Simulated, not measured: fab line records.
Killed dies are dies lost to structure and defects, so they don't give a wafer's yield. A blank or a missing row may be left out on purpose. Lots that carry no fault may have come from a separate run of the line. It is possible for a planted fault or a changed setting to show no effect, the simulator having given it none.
A lot that was struck, set against a sound lot :: flow berkeley cmos170 :: 19 steps out of a route of 331
Sound: wafers L121.1, L121.4, L121.6. Wafers struck: L130.4, L130.5, L130.6. The cause is given at the end.
Per side, at each step with rows, come the tool, then ch with its chambers, and then its first start. Under that, the readings that differ: sound wafers :: struck wafers :: difference of the means :: sigmas: that difference in standard deviations of wafers without a fault.
alike: readings whose means differ by less than 2 such deviations, and words and numbers that are the same on both sides. not compared: withheld readings, readings that some wafer has no value for, bounds like >300 that may hide the same value, and numbers for which the record gives no deviation and whose values overlap.
The two part at a step that has a row with sigmas, a row that says differs or no value, or rows on one side only. When numbers do not overlap yet have no deviation, they are printed without sigmas and do not part them. A reading missing from all wafers of one side parts the sides only when that side holds two or more wafers.

first, 2 steps without rows for these wafers: UCB170_NVT_PEB_04; UCB170_NVT_DEVELOP_05 (develop time 45 s).
UCB170_NVT_OVL_MEAS_06:
  sound on overlay-01 at day 7 12:03; struck on overlay-01 at day 9 08:18
  alike: NVT_OVL
then, 1 step without rows for these wafers: UCB170_NVT_IMPLANT_07.
UCB170_NVT_STRIP_08: strips in O2.
  sound on plasma asher-03 ch 1, day 7 12:14; struck on plasma asher-03 ch 0,1, day 9 08:30
  alike: drypump motor current A, oes product au, strip time to endpoint s
  not compared: rf hours counter h
UCB170_NVT_TW_MEAS_09:
  sound on film metro-01 at day 7 12:20; struck on film metro-01 at day 9 08:35
  alike: NVT_TW
then, 6 steps without rows for these wafers: UCB170_NVT_CLEAN_10 (cleans in SPM, time 600 s); UCB170_PVT_HMDS_00 (prime time 60 s); UCB170_PVT_COAT_01 (resist thk 900 nm); UCB170_PVT_SOFTBAKE_02 (time 60 s); UCB170_PVT_EXPOSE_03 (exposes mask NWELL, target cd 3000 nm); UCB170_PVT_PEB_04.
UCB170_PVT_DEVELOP_05: develop time 45 s.
  sound on litho track-02 ch 0, day 7 13:00; struck on litho track-02 ch 0, day 9 11:00
UCB170_PVT_OVL_MEAS_06:
  sound on overlay-01 at day 7 13:40; struck on overlay-01 at day 9 11:39
  alike: PVT_OVL
then, 1 step without rows for these wafers: UCB170_PVT_IMPLANT_07.
UCB170_PVT_STRIP_08: strips in O2.
  sound on plasma asher-03 ch 0, day 7 13:52; struck on plasma asher-01 ch 0,1, day 9 11:51
reading: drypump motor current A (A)
sound: 6.3 6.3 6.3
struck: 5.2 5.7 5.2
difference: -0.9
sigmas: -3
  alike: oes product au, strip time to endpoint s
  not compared: rf hours counter h
UCB170_PVT_TW_MEAS_09:
  sound on film metro-01 at day 7 13:58; struck on film metro-04 at day 9 11:56
reading: PVT_TW
sound: 500 501 500
struck: 32 32 32
difference: -468
sigmas: -55
then, 1 step without rows for these wafers: UCB170_GATE_WET_ETCH_00 (etches SiO2 in dHF, time 200 s).
-- the record jumps here: 3 days lie between the struck wafers' starts before and after (it left off in module GATE and takes up again in module M3, whose first step shown is number 331 of the route) --
UCB170_M3_PROBE_99:
  rows exist in the record for the struck wafers here (prober-02, day 12 01:03), but not for the sound ones

## WHERE THEY PART
Last at UCB170_M3_PROBE_99 as far as this record goes, first at UCB170_PVT_STRIP_08.

WHY: what the simulator had put in
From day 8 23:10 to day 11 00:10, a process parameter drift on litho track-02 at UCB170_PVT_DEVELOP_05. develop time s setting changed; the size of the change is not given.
